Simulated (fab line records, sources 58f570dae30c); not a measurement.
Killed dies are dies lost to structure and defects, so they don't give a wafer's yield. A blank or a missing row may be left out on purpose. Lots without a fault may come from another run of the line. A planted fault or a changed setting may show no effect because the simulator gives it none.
Which tool did it? | flow berkeley_cmos170 | 7 lots, 21 wafers sampled, at 3 steps of a route of 331

WHAT THE GAUGES READ, wafer by wafer
UCB170_PSD_TW_MEAS_10.
lot  | measured     | on            | PSD_TW
L917 | day 7 21:29  | film_metro-03 | 2308 2305 2299
L920 | day 8 16:40  | film_metro-02 | 2290 2285 2294
L923 | day 9 16:37  | film_metro-01 | 2356 2354 2365
L922 | day 9 16:20  | film_metro-03 | 2340 2334 2326
L927 | day 9 16:42  | film_metro-03 | 2337 2329 2336
L934 | day 11 10:17 | film_metro-01 | 2736 2737 2739 2752 2744 2730
L937 | day 12 10:48 | film_metro-01 | 2347 2348 2355

WHICH TOOL RAN EACH LOT (tool, then ch and the chambers of the sampled wafers, then the start)
lot  | UCB170_PSD_IMPLANT_08           | UCB170_PSD_STRIP_09
L917 | implanter-02 ch 0, day 7 21:14  | plasma_asher-02 ch 0, day 7 21:23
L920 | implanter-02 ch 0, day 8 16:25  | plasma_asher-02 ch 0,1, day 8 16:34
L923 | implanter-03 ch 0, day 9 16:22  | plasma_asher-01 ch 0,1, day 9 16:31
L922 | implanter-03 ch 0, day 9 16:07  | plasma_asher-02 ch 0,1, day 9 16:15
L927 | implanter-01 ch 0, day 9 16:29  | plasma_asher-03 ch 0,1, day 9 16:37
L934 | implanter-02 ch 0, day 11 10:02 | plasma_asher-03 ch 0,1, day 11 10:11
L937 | implanter-03 ch 0, day 12 10:33 | plasma_asher-01 ch 0,1, day 12 10:42
- UCB170_PSD_IMPLANT_08
- UCB170_PSD_STRIP_09: strips in O2.

THE ANSWER, worked out from the rows above alone
Rule: what is usual is taken from the lots themselves. Put in order of their means at a reading, lots are off if they are a third of the lots or fewer, leave a main group of 4 or more, and stand apart from it by a gap of 3 or more times the standard deviation of the main group's means; of several such gaps the widest counts. A main group whose means are all the same, to the digits that the tables above print for the reading, isn't used. A lot without any number at a reading at which 4 lots or more have one is off too. The other lots that the step has rows for count as sound.
Off: L934, at UCB170_PSD_TW_MEAS_10 (PSD_TW). The main group: mean 2328, standard deviation 24.
A tool fits if, at a process step before that reading, it ran every lot that is off, and no sound lot after the first of them. The gauges at UCB170_PSD_TW_MEAS_10 are tried like those tools. Can't be told from this: 2 tools fit, implanter-02 at UCB170_PSD_IMPLANT_08, plasma_asher-03 at UCB170_PSD_STRIP_09.

WHAT THE SIMULATOR HAD PUT IN
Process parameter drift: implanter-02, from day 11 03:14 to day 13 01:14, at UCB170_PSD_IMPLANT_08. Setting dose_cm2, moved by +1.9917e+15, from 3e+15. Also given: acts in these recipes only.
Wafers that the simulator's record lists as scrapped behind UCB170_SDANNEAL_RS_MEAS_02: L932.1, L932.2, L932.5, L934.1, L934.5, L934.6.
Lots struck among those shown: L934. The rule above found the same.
